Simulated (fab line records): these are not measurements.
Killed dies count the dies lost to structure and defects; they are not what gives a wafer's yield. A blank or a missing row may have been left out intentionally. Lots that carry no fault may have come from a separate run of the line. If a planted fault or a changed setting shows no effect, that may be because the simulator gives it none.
2 desks looking at one fault -- flow ritCmos -- what lay behind the numbers comes last; until then each desk has only its own

== METROLOGY DESK ==
Means of the sampled wafers that have a number, per lot and without regard to the tool the lot ran on: this is what the gauges read. The brackets show how far a lot's mean lies from the usual mean; more than 4 standard deviations puts the lot out of limits, marked OUT.
Columns: A = FIELD_OXIDE_LEFT_1_THK at RIT_FOX2_THK_MEAS_90, usual 324 nm; B = FIELD_OXIDE_LEFT_2_THK at RIT_FOX2_THK_MEAS_91, usual 256 nm; C = SPACER_NITRIDE_THK at RIT_SPACER_THK_MEAS_04, usual 249.5 nm
lot,first seen here,A,B,C
L558,day 1 21:01,326,257,251.7
L559,day 2 01:51,328,261,251.5
L560,day 2 07:09,324,256,248.9
L561,day 2 13:17,321,254,249.6
L562,day 2 19:43,323,254,324.3 (+25) OUT
L565,day 3 08:47,328,259,251.4
L566,day 3 14:25,327,259,321.9 (+24) OUT
L571,day 4 13:28,321,253,249.0
L574,day 5 03:45,331,262,248.9
L577,day 5 21:28,328,259,252.0
L578,day 6 02:20,332,263,245.6
L579,day 6 05:16,322,255,252.9
L580,day 6 11:12,320,253,248.3
L581,day 6 16:20,329,261,251.6
This desk's finding: out of limits on L562, L566; first on L562, day 4 03:05 (SPACER_NITRIDE_THK at RIT_SPACER_THK_MEAS_04). In limits: L558, L559, L560, L561, L565, L571, L574, L577, L578, L579, L580, L581.

== FOR THE TOOL OWNER'S DESK: lpcvd-02 ==
The tool's own readings at RIT_SPACER_CVD_03 (deposits Si3N4 from SiH2Cl2/NH3, target thk 250 nm, time 3300 s): means of the sampled wafers that have a number, for each lot that ran on this tool. The brackets show how far a lot's mean lies from the usual mean; more than 4 standard deviations puts the lot out of limits, marked OUT.
Columns: A = spikeTcCentreC at RIT_SPACER_CVD_03, usual 812.4 C; B = spikeTcLoadC at RIT_SPACER_CVD_03, usual 837.2 C; C = spikeTcSourceC at RIT_SPACER_CVD_03, usual 831.1 C; D = susceptorTempC at RIT_SPACER_CVD_03, usual 810.1 C
lot,first seen here,A,B,C,D
L558,day 3 01:18,813.8,835.5,833.4,810.2
L559,day 3 08:25,814.3,835.9,832.7,810.1
L560,day 3 12:38,813.6,840.2,831.6,809.9
L561,day 3 17:58,814.6,835.7,833.4,810.0
L562,day 4 01:11,827.6 (+13) OUT,851.7 (+9.1) OUT,848.3 (+8.2) OUT,825.3 (+46) OUT
L566,day 4 16:53,828.6 (+14) OUT,851.5 (+8.9) OUT,848.1 (+8.1) OUT,825.4 (+46) OUT
L577,day 6 23:30,812.1,839.3,830.0,809.9
L579,day 7 07:34,812.0,839.2,831.9,810.4
L581,day 7 22:05,813.8,836.3,834.4,809.9
Finding of this desk: L562, L566 out of limits; the first was L562 at day 4 01:11, on spikeTcCentreC at RIT_SPACER_CVD_03. In limits: L558, L559, L560, L561, L577, L579, L581.

== PUT TOGETHER ==
The tool owner's desk could have raised an alarm at day 4 01:11, on L562, L566.
The metrology desk could have raised an alarm at day 4 03:05, on L562, L566.
Every lot named ran RIT_SPACER_CVD_03 on lpcvd-02.

== WHAT THE SIMULATOR HAD PUT IN ==
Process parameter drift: lpcvd-02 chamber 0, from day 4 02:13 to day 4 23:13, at RIT_SPACER_CVD_03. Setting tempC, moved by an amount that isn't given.
Lots struck among those shown: L562, L566.
